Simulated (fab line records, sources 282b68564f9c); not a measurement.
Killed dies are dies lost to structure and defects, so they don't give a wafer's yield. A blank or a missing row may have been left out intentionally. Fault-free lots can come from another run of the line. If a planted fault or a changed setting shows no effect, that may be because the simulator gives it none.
A lot that was struck, set against a sound lot    flow rit-cmos    14 out of 202 route steps
Sound: these wafers, L379.1, L379.3, L379.4. The struck wafers were L388.3, L388.4, L388.5. The cause is named last.
Order at every step that has rows: each side's tool, ch and its chambers, its first start. Under that, the readings that differ: sound wafers    struck wafers    difference of the means    sigmas: that difference in standard deviations of wafers without a fault.
alike: readings whose means differ by less than 2 such deviations, and words and numbers that are the same on both sides. not compared: withheld readings, readings that some wafer has no value for, bounds like >300 that may hide the same value, and numbers for which the record gives no deviation and whose values overlap.
A row with sigmas, a row that says differs or no value, or rows on one side alone: a step with any of these is where the two part. Numbers that have no deviation but don't overlap get no sigmas and don't part them. A reading missing from all wafers of one side parts the sides only when that side holds two or more wafers.

RIT_PLDD_TW_MEAS_10:
  sound on film-metro-01 at day 3 20:22; struck on film-metro-04 at day 5 18:28
  alike: PLDD_TW
then, 4 steps without rows for these wafers: RIT_SPACER_CLEAN_00 (cleans in SC1, time 600 s); RIT_SPACER_CLEAN_01 (cleans in dHF, time 30 s); RIT_SPACER_CLEAN_02 (cleans in SC2, time 600 s); RIT_SPACER_CVD_03 (deposits Si3N4 from SiH2Cl2/NH3, target thk 250 nm, time 3232 s).
RIT_SPACER_THK_MEAS_04:
  sound on film-metro-03 at day 3 22:42; struck on film-metro-01 at day 5 20:49
  alike: SPACER_NITRIDE_THK
RIT_SPACER_ETCHBACK_05: etches Si3N4 in SF6/CHF3, stops on SiO2, target depth 250 nm, time 240 s.
  sound on rie-diel-02 ch 1,2,3, day 3 22:46; struck on rie-diel-04 ch 2,3, day 5 20:51
  alike: SF6_flow_sccm, drypump-motor-current-A, oes-product-au, throttle-valve-pct
  not compared: rf-hours-counter-h
then, 5 steps without rows for these wafers: RIT_NSD_HMDS_00 (prime time 60 s); RIT_NSD_COAT_01 (resist thk 1000 nm); RIT_NSD_SOFTBAKE_02 (time 60 s); RIT_NSD_EXPOSE_03 (exposes mask M9, target cd 40700 nm); RIT_NSD_PEB_04.
RIT_NSD_DEVELOP_05: develop time 50 s.
  struck on litho-track-03, day 5 21:00; sound on litho-track-04 ch 0, day 3 23:00
  no value came back on the struck wafers for chill-plate-temp-C (C), develop-time-s (s); on the sound wafers chill-plate-temp-C (C) reads 22.92 22.88 22.89
RIT_NSD_OVL_MEAS_06:
  sound on overlay-01 at day 3 23:59; struck on overlay-01 at day 5 21:59
reading       sound          struck  difference                     sigmas
NSD_OVL (nm)  -1.0 -0.5 0.1  - - -   no value on the struck wafers  

== WHERE THEY PART ==
Earliest at RIT_NSD_DEVELOP_05; latest, in this record, at RIT_NSD_OVL_MEAS_06.

WHY: what had been put in by the simulator
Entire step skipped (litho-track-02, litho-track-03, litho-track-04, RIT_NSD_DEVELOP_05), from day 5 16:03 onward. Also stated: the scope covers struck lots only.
